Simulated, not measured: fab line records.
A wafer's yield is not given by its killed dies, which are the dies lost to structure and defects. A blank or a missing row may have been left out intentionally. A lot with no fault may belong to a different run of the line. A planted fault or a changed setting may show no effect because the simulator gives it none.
fab line records -- flow berkeley_cmos170
[record] lots = 13, wafers = 39, last_day = 11
route steps=331 shown CONTACT@234
lots untouched by any fault: they come from a run of this same line in which no faults occurred
start_h: start of the lot's first displayed wafer, in hours after the record's first day -- wait_h: time in hours since the lot's previous step -- " unchanged from the row above -- L1.1+2: a row that stands for several wafers -- - either no value or no given start -- * or withheld: withheld -- < > ~ a bound
route shown NAME@n: a module of which the file shows steps, and the number in the route of the first -- usual: average and standard deviation across the fault-free wafers -- same: alike in all rows -- chamber/n: place in a boat -- sites: the reading at each site -- _std_site: standard deviation across them -- _edge_site: inner sites' mean taken away from outer sites' mean -- radius_mm: for every site, how far away it sits from the centre of the wafer -- mask NAME#n: copy n -- behind: the tool/chamber that last shaped the wafer -- hold: why the lot went on hold/how many hours it stayed there/how the hold came to an end -- device: whichever transistor did not switch (one of n, p or np) -- end of line: tests run on the same wafers once the route is complete -- a step given without rows: its recipe and nothing more -- killed: dies that structure and defects cost at the first sort, which is not the same as the wafer's yield -- map: dies across one wafer; x = killed, . = not, _ = none there
set.NAME: the run value of the setting; set.NAME@STEP: its run value at that earlier step -- model.NAME: the simulator's own value behind a step, which no gauge read
a sample of lots followed through the steps of the route, with each step as a table and each wafer as a row
services: when a tool's chamber went out of use (start_h, in hours from the record's first day, below 0 if earlier), for how many hours, and the reason
[[steps]]
[step UCB170_CONTACT_ETCH_18]
[recipe] chemistry = CHF3/CF4/Ar, target = PSG, stop_on = TiSi2, CHF3_flow_sccm = 45, cf4_flow_sccm = 15, Ar_flow_sccm = 150, pressure_mtorr = 200, rf_w = 700, target_depth_a = 8400, over_etch_frac = 0.2, time_s = 195
[usual] drypump_motor_current_A = 5.9/0.56, oes_product_au = 0.888/0.014, throttle_valve_pct = 6.93/0.14
lot.wafer,tool,chamber,start_h,wait_h,drypump_motor_current_A,oes_product_au,rf_hours_counter_h,throttle_valve_pct
L745.2,rie_diel-02,0,145,-,6.4,0.878,157,7.00
L745.4,rie_diel-02,0,146,-,6.4,0.889,-,7.00
L745.5,rie_diel-02,3,146,-,5.7,0.880,-,6.79
L749.1,rie_diel-03,1,164,-,5.0,0.876,115,7.11
L749.4,rie_diel-03,3,164,-,4.9,0.880,111,6.76
L749.6,rie_diel-03,0,164,-,6.0,0.884,-,6.84
L747.1,rie_diel-02,2,168,-,6.4,0.865,58,7.05
L747.2,rie_diel-02,3,168,-,5.7,0.869,71,6.80
L747.3,rie_diel-02,1,168,-,6.7,0.887,14,7.07
L754.2,rie_diel-02,3,190,-,5.7,0.878,73,6.78
L754.3,rie_diel-02,2,190,-,6.3,0.876,60,7.03
L754.4,rie_diel-02,2,190,-,6.3,0.872,-,7.04
L753.2,rie_diel-03,1,191,-,5.0,0.885,117,7.11
L753.3,rie_diel-03,3,191,-,4.9,0.876,113,6.76
L753.6,rie_diel-03,3,192,-,4.9,0.876,-,6.75
L755.2,rie_diel-02,3,193,-,5.7,0.884,73,6.79
L755.4,rie_diel-02,1,194,-,6.7,0.902,-,7.06
L755.6,rie_diel-02,3,194,-,5.7,0.881,-,6.78
L756.1,rie_diel-02,3,206,-,5.7,0.891,74,6.78
L756.3,rie_diel-02,1,206,-,6.7,0.902,18,7.08
L756.6,rie_diel-02,1,206,-,6.7,0.901,-,7.07
L757.1,rie_diel-03,0,207,-,6.0,0.890,7,6.84
L757.3,rie_diel-03,3,207,-,5.0,0.876,114,6.77
L757.4,rie_diel-03,1,207,-,5.0,0.871,118,7.12
L759.1,rie_diel-02,0,213,-,6.4,0.877,2,6.99
L759.2,rie_diel-02,1,213,-,6.7,0.888,19,7.08
L759.5,rie_diel-02,3,213,-,5.7,0.875,-,6.79
L761.1,rie_diel-01,0,218,-,5.9,0.888,12,6.66
L761.3,rie_diel-01,3,218,-,5.6,0.898,97,6.76
L761.4,rie_diel-01,2,218,-,6.2,0.901,26,6.81
L763.2,rie_diel-02,3,232,-,5.7,0.888,76,6.78
L763.4,rie_diel-02,2,232,-,6.4,0.885,63,7.03
L763.6,rie_diel-02,1,232,-,6.7,0.907,-,7.07
L764.1,rie_diel-03,1,240,-,5.0,0.876,120,7.13
L764.2,rie_diel-03,3,240,-,4.9,0.887,116,6.74
L764.3,rie_diel-03,0,240,-,6.0,0.883,9,6.82
L765.1,rie_diel-01,3,242,-,5.6,0.902,98,6.75
L765.2,rie_diel-01,0,242,-,5.9,0.834,14,6.69
L765.3,rie_diel-01,2,242,-,6.2,0.897,27,6.81
[[services]]
tool,chamber,start_h,hours,kind
rie_diel-01,1,126.60,3.2,repair
rie_diel-02,2,145.85,15.8,repair
rie_diel-01,-,158.29,56.2,repair
rie_diel-02,0,161.69,-,clean
rie_diel-02,0,161.69,15.3,scheduled_down
rie_diel-02,0,161.69,15.3,vent_cycle
rie_diel-01,-,172.93,19.7,repair
rie_diel-02,0,184.75,11.8,repair
rie_diel-01,-,219.29,0.7,repair
rie_diel-01,2,229.54,2.3,repair
[[key]]
[first_sign] step = UCB170_CONTACT_ETCH_18, reading = oes_product_au, direction = down, sigmas = 3.9, usual = 0.888, struck = 0.834
effect none on later readings
met_at UCB170_CONTACT_ETCH_18
struck_lots L765
struck_wafers L765.2
tester_left_out L765
onset_between 218 242
[fault] kind = process_parameter_drift, tool = rie_diel-01, chamber = 0, onset_h = 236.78, steps = UCB170_CONTACT_ETCH_18, channel = target_depth_a, offset = *, shape = step, end_h = 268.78, acts_in = *, stated = *
// tester_left_out: of these lots the tester's yield and bins aren't shown, on N5 and GAA mostly nor the transistor test; their killed dies are dies lost to structure and defects alone, not to doping, threshold or leakage, so they don't give the yield
